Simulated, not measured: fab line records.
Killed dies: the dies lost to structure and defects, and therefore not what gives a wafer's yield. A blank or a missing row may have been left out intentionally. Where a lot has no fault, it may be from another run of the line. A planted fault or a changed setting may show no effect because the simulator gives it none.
Which of the tools did it? / flow berkeley-cmos170 / Sampling: 14 lots, 42 wafers, 4 of 331 route steps

== WHAT THE GAUGES READ, wafer by wafer ==
UCB170_PWELL_THK_MEAS_06.
lot=L674; measured=day 3 00:12; on=film-metro-02; PWELL_NITRIDE_THK (nm)=220.2 218.0 219.6
lot=L675; measured=day 3 10:47; on=film-metro-02; PWELL_NITRIDE_THK (nm)=217.4 217.1 219.9
lot=L676; measured=day 3 16:24; on=film-metro-02; PWELL_NITRIDE_THK (nm)=219.9 218.6 218.3
lot=L677; measured=day 3 19:58; on=film-metro-02; PWELL_NITRIDE_THK (nm)=219.9 221.8 221.6
lot=L678; measured=day 3 19:58; on=film-metro-03; PWELL_NITRIDE_THK (nm)=220.6 220.4 219.7
lot=L680; measured=day 4 10:36; on=film-metro-03; PWELL_NITRIDE_THK (nm)=221.4 219.0 219.8
lot=L684; measured=day 4 19:08; on=film-metro-04; PWELL_NITRIDE_THK (nm)=220.0 221.7 219.2
lot=L685; measured=day 5 01:43; on=film-metro-03; PWELL_NITRIDE_THK (nm)=221.5 221.2 220.4
lot=L686; measured=day 5 08:10; on=film-metro-03; PWELL_NITRIDE_THK (nm)=216.9 218.1 218.7
lot=L687; measured=day 5 16:01; on=film-metro-02; PWELL_NITRIDE_THK (nm)=220.2 219.6 218.8
lot=L688; measured=day 5 16:01; on=film-metro-03; PWELL_NITRIDE_THK (nm)=224.2 224.7 225.0
lot=L689; measured=day 5 22:38; on=film-metro-02; PWELL_NITRIDE_THK (nm)=218.0 219.4 217.3
lot=L696; measured=day 7 14:26; on=film-metro-03; PWELL_NITRIDE_THK (nm)=222.1 221.6 220.7
lot=L697; measured=day 7 23:34; on=film-metro-02; PWELL_NITRIDE_THK (nm)=219.7 221.7 222.4

UCB170_PWELL_TW_MEAS_17.
lot=L674; measured=day 3 01:37; on=film-metro-02; PWELL_TW=372 372 372
lot=L675; measured=day 3 12:19; on=film-metro-02; PWELL_TW=373 371 373
lot=L676; measured=day 3 17:56; on=film-metro-03; PWELL_TW=382 381 382
lot=L677; measured=day 3 21:35; on=film-metro-03; PWELL_TW=384 382 381
lot=L678; measured=day 3 21:50; on=film-metro-02; PWELL_TW=371 373 372
lot=L680; measured=day 4 12:07; on=film-metro-02; PWELL_TW=372 373 373
lot=L684; measured=day 4 20:54; on=film-metro-04; PWELL_TW=390 388 389
lot=L685; measured=day 5 03:27; on=film-metro-04; PWELL_TW=387 386 390
lot=L686; measured=day 5 10:35; on=film-metro-02; PWELL_TW=431 432 432
lot=L687; measured=day 5 17:46; on=film-metro-02; PWELL_TW=372 372 373
lot=L688; measured=day 5 18:08; on=film-metro-04; PWELL_TW=447 444 447
lot=L689; measured=day 6 00:14; on=film-metro-02; PWELL_TW=371 371 373
lot=L696; measured=day 7 15:44; on=film-metro-02; PWELL_TW=371 372 370
lot=L697; measured=day 8 01:20; on=film-metro-04; PWELL_TW=385 388 387

UCB170_PLDD_CD_MEAS_06: target cd 1200 nm.
lot=L674; measured=day 6 00:03; on=cd-sem-01; cd-nm (nm)=1197.3 1197.4 1196.6
lot=L675; measured=day 6 17:38; on=cd-sem-01; cd-nm (nm)=1199.0 1200.4 1199.4
lot=L676; measured=day 7 00:11; on=cd-sem-02; cd-nm (nm)=1200.0 1198.5 1200.7
lot=L677; measured=day 7 08:44; on=cd-sem-01; cd-nm (nm)=1201.1 1198.8 1200.4
lot=L678; measured=day 7 08:23; on=cd-sem-02; cd-nm (nm)=1199.0 1201.2 1199.5
lot=L680; measured=day 7 10:36; on=cd-sem-01; cd-nm (nm)=1200.2 1200.4 1201.3
lot=L684; measured=day 7 20:53; on=cd-sem-01; cd-nm (nm)=1198.6 1198.3 1199.9
lot=L685; measured=day 8 09:14; on=cd-sem-01; cd-nm (nm)=1200.1 1202.8 1201.1
lot=L686; measured=day 8 15:33; on=cd-sem-01; cd-nm (nm)=1198.6 1199.0 1197.9
lot=L687; measured=day 9 03:44; on=cd-sem-02; cd-nm (nm)=1199.7 1200.4 1200.8
lot=L688; measured=day 9 03:19; on=cd-sem-01; cd-nm (nm)=1199.5 1199.8 1200.6
lot=L689; measured=day 9 04:01; on=cd-sem-02; cd-nm (nm)=1199.2 1200.1 1199.1
lot=L696; measured=day 10 12:59; on=cd-sem-02; cd-nm (nm)=1200.4 1200.9 1200.6
lot=L697; measured=day 11 00:48; on=cd-sem-02; cd-nm (nm)=1200.7 1201.5 1200.8

== EACH LOT AND THE TOOL THAT RAN IT (in order: tool; ch and the chambers of the sampled wafers; start) ==
lot=L674; UCB170_PWELL_IMPLANT_15=implanter-03 ch 0, day 3 01:22
lot=L675; UCB170_PWELL_IMPLANT_15=implanter-04 ch 0, day 3 12:04
lot=L676; UCB170_PWELL_IMPLANT_15=implanter-04 ch 0, day 3 17:38
lot=L677; UCB170_PWELL_IMPLANT_15=implanter-03 ch 0, day 3 21:20
lot=L678; UCB170_PWELL_IMPLANT_15=implanter-04 ch 0, day 3 21:35
lot=L680; UCB170_PWELL_IMPLANT_15=implanter-04 ch 0, day 4 11:53
lot=L684; UCB170_PWELL_IMPLANT_15=implanter-01 ch 0, day 4 20:39
lot=L685; UCB170_PWELL_IMPLANT_15=implanter-01 ch 0, day 5 03:13
lot=L686; UCB170_PWELL_IMPLANT_15=implanter-01 ch 0, day 5 10:20
lot=L687; UCB170_PWELL_IMPLANT_15=implanter-03 ch 0, day 5 17:32
lot=L688; UCB170_PWELL_IMPLANT_15=implanter-01 ch 0, day 5 17:54
lot=L689; UCB170_PWELL_IMPLANT_15=implanter-03 ch 0, day 6 00:01
lot=L696; UCB170_PWELL_IMPLANT_15=implanter-04 ch 0, day 7 15:29
lot=L697; UCB170_PWELL_IMPLANT_15=implanter-03 ch 0, day 8 01:07
- UCB170_PWELL_IMPLANT_15

== AS READ BY THE TOOLS THEMSELVES (means over the sampled wafers that have a number; for cases with no such wafer, the mark the record gives instead) ==
UCB170_PWELL_IMPLANT_15.
lot=L674 tool=implanter-03 dose-ions-cm2=5.003e+12 faraday-current-uA=15.8
lot=L675 tool=implanter-04 dose-ions-cm2=5.000e+12 faraday-current-uA=15.7
lot=L676 tool=implanter-04 dose-ions-cm2=5.003e+12 faraday-current-uA=16.0
lot=L677 tool=implanter-03 dose-ions-cm2=4.998e+12 faraday-current-uA=15.6
lot=L678 tool=implanter-04 dose-ions-cm2=5.002e+12 faraday-current-uA=15.8
lot=L680 tool=implanter-04 dose-ions-cm2=4.993e+12 faraday-current-uA=16.0
lot=L684 tool=implanter-01 dose-ions-cm2=4.999e+12 faraday-current-uA=15.8
lot=L685 tool=implanter-01 dose-ions-cm2=5.003e+12 faraday-current-uA=15.6
lot=L686 tool=implanter-01 dose-ions-cm2=8.046e+12 faraday-current-uA=25.5
lot=L687 tool=implanter-03 dose-ions-cm2=4.999e+12 faraday-current-uA=15.7
lot=L688 tool=implanter-01 dose-ions-cm2=8.049e+12 faraday-current-uA=25.4
lot=L689 tool=implanter-03 dose-ions-cm2=5.001e+12 faraday-current-uA=16.0
lot=L696 tool=implanter-04 dose-ions-cm2=4.992e+12 faraday-current-uA=16.0
lot=L697 tool=implanter-03 dose-ions-cm2=5.000e+12 faraday-current-uA=15.9

== THE ANSWER, worked out from the rows above alone ==
Rule: the usual values come from the lots themselves. The widest of any qualifying gaps counts: lots, ordered by their means at a reading, are off when they make up no more than a third of the lots, leave a main group of 4 or more, and stand apart from it by 3 or more times the standard deviation of that group's means. If all means in a main group match to the digits the tables above print for the reading, that group is not used. Also off: a lot with no number at a reading for which 4 or more lots have one. The other lots that the step has rows for count as sound. Order of review: gauges by route order, followed by the tools' own readings, for which a lot's mean as printed above is used. The first step at which some lot is off is used, and at that step the reading that is off furthest; a lot without a number counts as furthest.
Off: L686, L688, at UCB170_PWELL_TW_MEAS_17 (PWELL_TW). Mean 378 and standard deviation 6.9 in the main group.
If a tool, at a process step before that reading, ran all the lots that are off and no sound lot after the first of them, it fits. Not tried: the gauges at UCB170_PWELL_TW_MEAS_17; whatever is off there is also off at UCB170_PWELL_IMPLANT_15, on other tools, and gauge error can't account for it. One candidate fits, namely implanter-01 at UCB170_PWELL_IMPLANT_15. Its last sound lot is L685 (day 5 03:13), its first lot that is off L686 (day 5 10:20): a fault that began between those two fits.
The tool's own readings at UCB170_PWELL_IMPLANT_15 bear it out: on the lots that are off they differ by more than 5 times the standard deviation of the sound lots' means. dose-ions-cm2 reads 8.048e+12 there against 4.999e+12 on the sound lots; faraday-current-uA reads 25.4 there against 15.8 on the sound lots.

== WHAT THE SIMULATOR HAD PUT IN ==
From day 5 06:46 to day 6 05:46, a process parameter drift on implanter-01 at UCB170_PWELL_IMPLANT_15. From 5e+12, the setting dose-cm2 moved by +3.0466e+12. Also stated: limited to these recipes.
Shown lots that were struck: L686, L688. The rule given above showed the same thing.
